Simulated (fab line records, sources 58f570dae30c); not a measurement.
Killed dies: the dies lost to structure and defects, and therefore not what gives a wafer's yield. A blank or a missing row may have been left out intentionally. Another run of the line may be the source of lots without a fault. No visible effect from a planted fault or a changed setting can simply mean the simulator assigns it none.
Split-lot study	flow berkeleyCmos170	23 wafers read across 5 lots, on a route 331 steps long

== THE SPLIT ==
At UCB170_PWELL_OXIDATION_02 (target thk 26.4 nm, ox time 1260 s), the setting oxTimeS was moved away from the recipe's 1260 s on 20 of the 23 wafers read, by -11.1% to +4.8%. This setting was run at the recipe's value on the other wafers.

Between the split and the reading, the file records no step.

== THE READING ==
PWELL_OXIDE_THK, in nm, at UCB170_PWELL_THK_MEAS_03. A value of 26.2 nm with a standard deviation of 0.51 nm is what fault-free wafers of this fab line usually give.

wafer	tool, chamber at the split	oxTimeS as run, s	against the recipe	PWELL_OXIDE_THK, nm	against lot-mates on the recipe
L075.1	-, -	1120	-11.1%	23.8	no lot-mate on the recipe
L075.2	-, -	1120	-11.1%	23.4	no lot-mate on the recipe
L075.3	-, -	1120	-11.1%	24.2	no lot-mate on the recipe
L075.5	-, -	1120	-11.1%	24.5	no lot-mate on the recipe
L075.6	-, -	1120	-11.1%	24.0	no lot-mate on the recipe
L076.2	furnace-04, 0	1260	recipe	26.3	-
L076.4	furnace-04, 0	1260	recipe	26.3	-
L076.5	furnace-04, 0	1260	recipe	26.8	-
L077.1	-, -	1134	-10.0%	25.0	no lot-mate on the recipe
L077.2	-, -	1134	-10.0%	24.3	no lot-mate on the recipe
L077.3	-, -	1134	-10.0%	24.7	no lot-mate on the recipe
L077.4	-, -	1134	-10.0%	25.0	no lot-mate on the recipe
L077.6	-, -	1134	-10.0%	24.7	no lot-mate on the recipe
L078.1	-, -	1131	-10.2%	24.6	no lot-mate on the recipe
L078.2	-, -	1131	-10.2%	24.8	no lot-mate on the recipe
L078.3	-, -	1131	-10.2%	24.9	no lot-mate on the recipe
L078.5	-, -	1131	-10.2%	24.5	no lot-mate on the recipe
L078.6	-, -	1131	-10.2%	24.2	no lot-mate on the recipe
L083.1	-, -	1321	+4.8%	27.3	no lot-mate on the recipe
L083.2	-, -	1321	+4.8%	27.1	no lot-mate on the recipe
L083.4	-, -	1321	+4.8%	27.0	no lot-mate on the recipe
L083.5	-, -	1321	+4.8%	27.3	no lot-mate on the recipe
L083.6	-, -	1321	+4.8%	27.1	no lot-mate on the recipe

FIT RESULTS
A straight line over all 23 wafers: PWELL_OXIDE_THK changes by +0.183 nm for each +1% of oxTimeS; r = +0.96; the points scatter about the line by 0.35 nm.
Too few moved wafers have a lot-mate on the recipe to fit a line with each lot's own level taken away.

== THE WHOLE CHAIN: every reading that the file lists as answering this split, in the file's order ==
step	what it does	reading	change (the file's fit)	r (the file's)
UCB170_PWELL_OXIDATION_02	target thk 26.4 nm, ox time 1260 s	SiO2_of_PWELL_OXIDATION_02.thkNm (the simulator's own value, which no gauge read)	+0.183 nm for each +1% of the setting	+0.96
UCB170_PWELL_THK_MEAS_03		PWELL_OXIDE_THK	+0.183 for each +1% of the setting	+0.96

== FILE'S OWN FIT ==
PWELL_OXIDE_THK changes by +0.183 nm for each +1% of oxTimeS, r = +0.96.
